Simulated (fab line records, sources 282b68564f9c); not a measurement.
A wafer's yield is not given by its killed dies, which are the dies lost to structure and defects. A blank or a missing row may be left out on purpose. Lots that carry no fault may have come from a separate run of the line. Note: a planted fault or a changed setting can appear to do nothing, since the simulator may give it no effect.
What tool caused it? + flow ritCmos + Sampling: 7 lots, 21 wafers, 2 of 202 route steps

WHAT EACH GAUGE READ, for each wafer
RIT_GATE_OVL_MEAS_17.
| lot  | measured    | on         | GATE_OVL (nm)        |
|------|-------------|------------|----------------------|
| L722 | day 2 22:27 | overlay-01 | 1.2 2.0 0.1          |
| L724 | day 3 10:44 | overlay-01 | 0.2 0.7 1.1          |
| L726 | day 3 18:46 | overlay-01 | -0.2 -0.3 -1.5       |
| L729 | day 4 10:30 | overlay-02 | 0.6 0.4 1.8          |
| L732 | day 5 00:07 | overlay-02 | 1.5 1.2 0.3          |
| L737 | day 6 03:04 | overlay-02 | -146.9 -146.9 -147.3 |
| L739 | day 6 16:13 | overlay-01 | 3.6 3.7 4.4          |

WHAT TOOL EACH LOT RAN ON (gives the tool, then ch and the chambers of the sampled wafers, and finally the start)
| lot  | RIT_GATE_EXPOSE_13                |
|------|-----------------------------------|
| L722 | ilineStepper-01 ch 0, day 2 21:56 |
| L724 | ilineStepper-01 ch 0, day 3 10:12 |
| L726 | ilineStepper-01 ch 0, day 3 18:15 |
| L729 | ilineStepper-01 ch 0, day 4 09:49 |
| L732 | ilineStepper-02 ch 0, day 4 23:36 |
| L737 | ilineStepper-02 ch 0, day 6 02:33 |
| L739 | ilineStepper-01 ch 0, day 6 15:43 |
- RIT_GATE_EXPOSE_13: exposes mask M6, target cd 150 nm.

THE ANSWER, worked out from the rows above alone
Rule: the usual values come from the lots themselves. Put in order of their means at a reading, lots are off if they are a third of the lots or fewer, leave a main group of 4 or more, and stand apart from it by a gap of 3 or more times the standard deviation of the main group's means; of several such gaps the widest counts. Not used: any main group whose means are identical at the precision the tables above print for the reading. A lot without any number at a reading at which 4 lots or more have one is off too. The other lots that the step has rows for count as sound.
Off: at RIT_GATE_OVL_MEAS_17 (GATE_OVL), L737. For the main group the mean is 1.2 nm and the standard deviation 1.4.
A tool fits if, at a process step before that reading, it ran every lot that is off, and no sound lot after the first of them. The gauges at RIT_GATE_OVL_MEAS_17 are tried like those tools. Can't be told from this: 2 tools fit, ilineStepper-02 at RIT_GATE_EXPOSE_13, overlay-02 at RIT_GATE_OVL_MEAS_17.

WHAT HAD BEEN PUT IN BY THE SIMULATOR
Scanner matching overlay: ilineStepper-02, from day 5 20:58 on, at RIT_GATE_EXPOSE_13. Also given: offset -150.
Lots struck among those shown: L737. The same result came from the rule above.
